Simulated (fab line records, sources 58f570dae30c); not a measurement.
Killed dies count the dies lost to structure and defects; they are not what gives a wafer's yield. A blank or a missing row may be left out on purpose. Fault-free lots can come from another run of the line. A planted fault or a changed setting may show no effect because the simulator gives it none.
A lot that was struck, set against a sound lot	flow berkeley_cmos170	15 out of 331 route steps
Sound: the wafers L953.1, L953.3, L953.4. Wafers struck: L954.3, L954.4, L954.6. The cause is named last.
Per side, at each step with rows, come the tool, then ch with its chambers, and then its first start. Under that, the readings that differ: sound wafers	struck wafers	difference of the means	sigmas: that difference in standard deviations of wafers without a fault.
alike: a reading whose means differ by less than 2 such deviations, as well as words and numbers matching on both sides. not compared: withheld readings; readings where some wafer has no value; bounds like >300 that might hide an equal value; numbers whose values overlap and for which the record gives no deviation.
Wherever a step has rows on one side only, a row that says differs or no value, or a row with sigmas, the two part there. Non-overlapping numbers with no deviation appear without sigmas and do not part them. A reading that every wafer of one side lacks parts them only if that side has two wafers or more.

first, 6 steps without rows for these wafers: UCB170_V1_HMDS_06 (prime time 60 s); UCB170_V1_COAT_07 (resist thk 900 nm); UCB170_V1_SOFTBAKE_08 (time 60 s); UCB170_V1_EXPOSE_09 (exposes mask VIA1, target cd 700 nm); UCB170_V1_PEB_10; UCB170_V1_DEVELOP_11 (develop time 45 s).
UCB170_V1_CD_MEAS_12 targets a cd of 700 nm.
  sound on cd_sem-02, day 7 20:46; struck on cd_sem-02, day 7 20:34
reading	sound	struck	difference	sigmas
cd_nm (nm)	699.5 699.2 699.3	703.6 704.7 702.9	+4.4	+3
UCB170_V1_OVL_MEAS_13:
  sound on overlay-01, day 7 20:53; struck on overlay-01, day 7 20:40
  alike: V1_OVL
UCB170_V1_ETCH_14: etches SiO2 in CHF3/CF4/Ar, stops on Al, target depth 1250 nm, time 291 s.
  sound on rie_diel-03 ch 1,2,3, day 7 20:55; struck on rie_diel-04 ch 1,3, day 7 20:41
  alike: drypump_motor_current_A, oes_product_au, throttle_valve_pct
  not compared: rf_hours_counter_h
UCB170_V1_STRIP_15: strips in O2.
  sound on plasma_asher-03 ch 0,1, day 7 21:06; struck on plasma_asher-01 ch 0,1, day 7 20:53
  alike: drypump_motor_current_A, oes_product_au, strip_time_to_endpoint_s
  not compared: rf_hours_counter_h
UCB170_V1_CD_MEAS_90 targets a cd of 700 nm.
  sound on cd_sem-02, day 7 21:37; struck on cd_sem-02, day 7 21:25
reading	sound	struck	difference	sigmas
cd_nm (nm)	700.2 697.5 696.4	704.0 704.0 701.8	+5.2	+3
then, 1 step without rows for these wafers: UCB170_M2_PRE_CLEAN_00 (preclean etch time 60 s).
UCB170_M2_SPUTTER_01: material Al, target thk 900 nm, time 120 s.
  sound on pvd_sputter-02, day 7 21:47; struck on pvd_sputter-03, day 7 21:48
  alike: throttle_valve_pct
UCB170_M2_RS_MEAS_02: measures by four-point-probe.
  sound on film_metro-01, day 7 21:53; struck on film_metro-03, day 7 22:18
reading	sound	struck	difference	sigmas
M2_AL_RS (ohm/sq)	0.0326 0.0321 0.0322	0.0158 0.0160 0.0159	-0.0164	-42
UCB170_M3_PROBE_99:
  the record has rows for the sound wafers here (prober-01, day 8 07:35) and none for the struck ones

WHERE THEY PART
First at UCB170_V1_CD_MEAS_12; last, within this record, at UCB170_M3_PROBE_99.

WHY: what had been put in by the simulator
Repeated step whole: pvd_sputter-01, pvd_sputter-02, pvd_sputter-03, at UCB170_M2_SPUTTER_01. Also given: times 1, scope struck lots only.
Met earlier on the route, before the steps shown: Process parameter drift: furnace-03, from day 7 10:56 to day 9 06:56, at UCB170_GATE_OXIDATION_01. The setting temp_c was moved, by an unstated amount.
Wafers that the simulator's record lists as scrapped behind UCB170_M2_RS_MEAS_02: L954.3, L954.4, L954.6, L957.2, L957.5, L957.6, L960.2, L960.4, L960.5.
